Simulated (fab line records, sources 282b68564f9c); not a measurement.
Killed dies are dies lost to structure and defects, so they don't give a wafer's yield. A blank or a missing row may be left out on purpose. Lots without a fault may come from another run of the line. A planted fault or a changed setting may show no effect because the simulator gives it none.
A struck lot beside a sound one | flow rit_cmos | 14 steps out of a route of 202
Sound: wafers L226.4, L226.5, L226.6. Struck: wafers L222.1, L222.3, L222.5. The cause comes at the end.
At each step with rows: each side's tool, then ch and its chambers, then its first start. Under that, the readings that differ: sound wafers | struck wafers | difference of the means | sigmas: that difference in standard deviations of wafers without a fault.
alike: readings whose means differ by less than 2 such deviations, and words and numbers that are the same on both sides. not compared: withheld readings, readings that some wafer has no value for, bounds like >300 that may hide the same value, and numbers for which the record gives no deviation and whose values overlap.
The two part at a step that has a row with sigmas, a row that says differs or no value, or rows on one side only. Numbers that don't overlap but have no deviation are shown without sigmas and don't part them. A reading that every wafer of one side lacks parts them only if that side has two wafers or more.

first, 2 steps without rows for these wafers: RIT_NRETRO_PEB_04; RIT_NRETRO_DEVELOP_05 (develop time 68 s).
RIT_NRETRO_OVL_MEAS_06:
  sound on overlay-02, day 5 05:29; struck on overlay-02, day 4 11:43
  alike: NRETRO_OVL
then, 2 steps without rows for these wafers: RIT_NRETRO_HARDBAKE_07 (time 120 s); RIT_NRETRO_IMPLANT_08.
RIT_NRETRO_STRIP_09: strips in O2, time 180 s.
  sound on plasma_asher-04 ch 0,1, day 5 05:58; struck on plasma_asher-03 ch 0,1, day 4 12:09
  alike: drypump_motor_current_A
  not compared: rf_hours_counter_h
RIT_NRETRO_TW_MEAS_10:
  sound on film_metro-04, day 5 06:07; struck on film_metro-02, day 4 12:20
  alike: NRETRO_TW
then, 5 steps without rows for these wafers: RIT_PRETRO_HMDS_00 (prime time 60 s); RIT_PRETRO_COAT_01 (resist thk 1300 nm); RIT_PRETRO_SOFTBAKE_02 (time 60 s); RIT_PRETRO_EXPOSE_03 (exposes mask M5, target cd 43700 nm); RIT_PRETRO_PEB_04.
RIT_PRETRO_DEVELOP_05: develop time 68 s.
  sound on litho_track-02 ch 0, day 5 07:00; struck on litho_track-04, day 4 13:00
  no value came back on the struck wafers for chill_plate_temp_C (C), develop_time_s (s); on the sound wafers chill_plate_temp_C (C) reads 23.07 22.87 23.03
RIT_PRETRO_OVL_MEAS_06:
  sound on overlay-01, day 5 07:10; struck on overlay-02, day 4 13:16
  reading         | sound       | struck | difference                    | sigmas
  PRETRO_OVL (nm) | 2.1 2.8 2.9 | - - -  | no value on the struck wafers |

WHERE THEY PART
First at RIT_PRETRO_DEVELOP_05; last, within this record, at RIT_PRETRO_OVL_MEAS_06.

WHY: what the simulator had put in
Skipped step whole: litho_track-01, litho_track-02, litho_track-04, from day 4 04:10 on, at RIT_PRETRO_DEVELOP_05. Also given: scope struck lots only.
